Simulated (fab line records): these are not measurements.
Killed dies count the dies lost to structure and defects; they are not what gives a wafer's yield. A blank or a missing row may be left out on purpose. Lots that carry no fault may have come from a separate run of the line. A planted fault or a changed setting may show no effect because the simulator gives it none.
The tool behind it: which one? + flow rit cmos + 7 lots with 21 wafers sampled at 2 steps, on a route of 202 steps

== WHAT THE GAUGES SHOWED, per wafer ==
RIT_M1_RS_MEAS_01: a four-point-probe measurement.
| lot  | measured    | on            | M1_AL_RS (ohm/sq)    |
|------|-------------|---------------|----------------------|
| L320 | day 3 17:25 | film metro-01 | 0.0742 0.0735 0.0736 |
| L322 | day 4 02:52 | film metro-03 | 0.0731 0.0739 0.0739 |
| L324 | day 4 12:18 | film metro-01 | 0.0735 0.0742 0.0735 |
| L328 | day 5 08:59 | film metro-02 | 0.0730 0.0725 0.0736 |
| L330 | day 5 17:59 | film metro-03 | 0.0732 0.0737 0.0747 |
| L334 | day 6 14:28 | film metro-03 | 0.0826 0.0820 0.0823 |
| L336 | day 6 20:52 | film metro-02 | 0.0828 0.0832 0.0840 |

== WHICH TOOL RAN EACH LOT (tool, then ch and the chambers of the sampled wafers, then the start) ==
| lot  | RIT_M1_SPUTTER_00           |
|------|-----------------------------|
| L320 | pvd sputter-02, day 3 17:04 |
| L322 | pvd sputter-02, day 4 02:34 |
| L324 | pvd sputter-02, day 4 12:01 |
| L328 | pvd sputter-02, day 5 08:40 |
| L330 | pvd sputter-02, day 5 17:41 |
| L334 | pvd sputter-02, day 6 14:10 |
| L336 | pvd sputter-02, day 6 20:33 |
- RIT_M1_SPUTTER_00: material Al, target thk 400 nm, time 500 s.

== THE ANSWER, worked out from the rows above alone ==
Rule: the lots themselves supply what counts as usual. Put in order of their means at a reading, lots are off if they are a third of the lots or fewer, leave a main group of 4 or more, and stand apart from it by a gap of 3 or more times the standard deviation of the main group's means; of several such gaps the widest counts. The tables above print the reading to a certain number of digits; a main group whose means all agree to those digits is not used. Also off: a lot with no number at a reading for which 4 or more lots have one. The other lots that the step has rows for count as sound.
Off: L334, L336, seen at RIT_M1_RS_MEAS_01 (M1_AL_RS). The main group has a mean of 0.0736 ohm/sq with a standard deviation of 0.0003.
If a tool, at a process step before that reading, ran all the lots that are off and no sound lot after the first of them, it fits. Gauges at RIT_M1_RS_MEAS_01: tried the same way as those tools. One candidate fits, namely pvd sputter-02 at RIT_M1_SPUTTER_00. Its last sound lot is L330 (day 5 17:41), its first lot that is off L334 (day 6 14:10): a fault that began between those two fits.

== WHAT THE SIMULATOR PUT IN ==
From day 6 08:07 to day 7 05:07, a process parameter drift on pvd sputter-02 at RIT_M1_SPUTTER_00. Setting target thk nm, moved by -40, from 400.
Shown lots that were struck: L334, L336. Same finding as the rule above.
